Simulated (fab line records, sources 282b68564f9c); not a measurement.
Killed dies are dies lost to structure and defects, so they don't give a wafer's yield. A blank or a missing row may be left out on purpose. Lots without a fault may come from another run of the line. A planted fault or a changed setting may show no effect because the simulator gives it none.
Problem report in the 8D (eight disciplines) form, filled by code | flow rit_cmos | the parts of the form that need people (team, actions taken, sign-off) are left out

1. THE PROBLEM
spin_speed_rpm at RIT_ACTIVE_COAT_06 reads a mean of 3201.8 rpm on 6 wafers of 2 lots; wafers without a fault read 3250.1 rpm with a standard deviation of 2. That is -24 standard deviations from the usual mean.
The step: resist thk 1000 nm.
First seen on wafer L320.1, day 5 08:55, on litho_track-03. The record holds 18 wafers of 6 lots with a number at this step. Rule for "out", or "out of limits": more than 4 standard deviations from the usual mean. The other wafers with a number count as sound.

2. WHAT IT IS AND WHAT IT IS NOT
question                    | is                     | is not
which readings at this step | spin_speed_rpm         | -
which lots                  | L320, L321             | L302, L305, L307, L310
which wafers of those lots  | all that have a number | -
read on which tools         | litho_track-03         | litho_track-02, litho_track-04
when                        | from day 5 08:55       | up to then (12 sound wafers)

3. SUSPECTS, AND WHAT RULES EACH OUT
Counting: a tool at a process step up to the reading stays a suspect if it ran every lot that is out and no sound lot after the first of them.
- litho_track-03 at RIT_ACTIVE_COAT_06 (resist thk 1000 nm): kept. It ran every lot that is out, first L320 (day 5 08:55), and no sound lot after that; its last sound lot up to then is L302 (day 1 13:44). Its own readings are out on those wafers: spin_speed_rpm.
Left after counting: litho_track-03 at RIT_ACTIVE_COAT_06.

4. THE CAUSE (what the simulator had put in)
Process parameter drift: litho_track-03, from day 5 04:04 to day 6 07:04, at RIT_ACTIVE_COAT_06. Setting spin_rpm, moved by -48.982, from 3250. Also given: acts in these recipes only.
Counting left only this tool.

5. THE CHAIN OF EFFECTS, in route order
Each row: a reading whose mean over the struck wafers that have a number lies more than 3 standard deviations from the usual. Only readings for which the record gives a usual standard deviation are gone through. hours: the time from each lot's start at the first step in this table that gives one to its start at this step, as a median over the lots. sigmas: the change in usual standard deviations.
hours | step               | reading        | usual      | on struck wafers | change | sigmas
0     | RIT_ACTIVE_COAT_06 | spin_speed_rpm | 3250.1 rpm | 3201.8           | -48.3  | -24
The process steps in it:
- RIT_ACTIVE_COAT_06: resist thk 1000 nm.
Later measuring or inspecting steps at which every struck wafer that the step has a row for has a number for every such reading, and none has moved that far: RIT_ACTIVE_CD_MEAS_11.

6. WHAT WOULD HAVE CAUGHT IT SOONER
In this record the first reading out of limits was taken at day 5 08:55, 5 hours after the fault began at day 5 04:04.
